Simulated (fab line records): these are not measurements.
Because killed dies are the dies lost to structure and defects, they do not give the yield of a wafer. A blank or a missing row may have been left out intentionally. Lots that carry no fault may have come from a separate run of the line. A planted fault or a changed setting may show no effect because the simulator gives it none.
A struck lot beside a sound one || flow ritCmos || 14 out of 202 route steps
Sound: the wafers L846.2, L846.3, L846.6. The struck wafers were L851.1, L851.3, L851.4. The cause is given at the end.
Each step with rows lists, per side, the tool, then ch with its chambers, then its first start. Under that, the readings that differ: sound wafers || struck wafers || difference of the means || sigmas: that difference in standard deviations of wafers without a fault.
alike: a reading whose means differ by less than 2 such deviations, as well as words and numbers matching on both sides. not compared: withheld readings; readings where some wafer has no value; bounds like >300 that might hide an equal value; numbers whose values overlap and for which the record gives no deviation.
A row with sigmas, a row that says differs or no value, or rows on one side alone: a step with any of these is where the two part. When numbers do not overlap yet have no deviation, they are printed without sigmas and do not part them. Lack of a reading on every wafer of one side parts them only where that side has two or more wafers.

first, 1 step without rows for these wafers: RIT_GATE_HARDBAKE_18 (time 60 s).
RIT_GATE_ETCH_19: etches poly-Si in SF6/CHF3/O2, stops on SiO2, time 165 s, target depth 312.5 nm.
  sound on rieSi-01 ch 0,1, day 3 17:50; struck on rieSi-02 ch 0,1,3, day 4 16:29
  alike: drypumpMotorCurrentA, oesProductAu, throttleValvePct
  not compared: rfHoursCounterH
RIT_GATE_STRIP_20: strips in O2, time 180 s.
  sound on plasmaAsher-01 ch 0,1, day 3 17:56; struck on plasmaAsher-03 ch 0,1, day 4 16:36
  alike: drypumpMotorCurrentA, o2FlowSccm
  not compared: rfHoursCounterH
RIT_GATE_CD_MEAS_90: target cd 150 nm.
  sound on cdSem-02, day 3 18:08; struck on cdSem-01, day 4 16:46
  alike: cdNm
then, 4 steps without rows for these wafers: RIT_REOX_CLEAN_00 (cleans in SC1, time 600 s); RIT_REOX_CLEAN_01 (cleans in dHF, time 30 s); RIT_REOX_CLEAN_02 (cleans in SC2, time 600 s); RIT_REOX_OXIDATION_03 (target thk 25.2 nm, ox time 5580 s).
RIT_REOX_THK_MEAS_04:
  sound on filmMetro-01, day 3 21:14; struck on filmMetro-02, day 4 21:23
  alike: REOX_OXIDE_THK
then, 3 steps without rows for these wafers: RIT_NLDD_HMDS_00 (prime time 60 s); RIT_NLDD_COAT_01 (resist thk 1000 nm); RIT_NLDD_SOFTBAKE_02 (time 60 s).
RIT_NLDD_EXPOSE_03: exposes mask M7, target cd 40700 nm.
  struck on ilineStepper-01, day 4 21:53; sound on ilineStepper-02 ch 0, day 3 21:44
  no value came back on the struck wafers for exposureDoseMJCm2, focusOffsetNm (nm); on the sound wafers exposureDoseMJCm2 reads 250.20 250.31 249.76
  alike: mask
then, 1 step without rows for these wafers: RIT_NLDD_PEB_04.

== WHERE THEY PART ==
Within this record, at RIT_NLDD_EXPOSE_03 only.

WHY: what had been put in by the simulator
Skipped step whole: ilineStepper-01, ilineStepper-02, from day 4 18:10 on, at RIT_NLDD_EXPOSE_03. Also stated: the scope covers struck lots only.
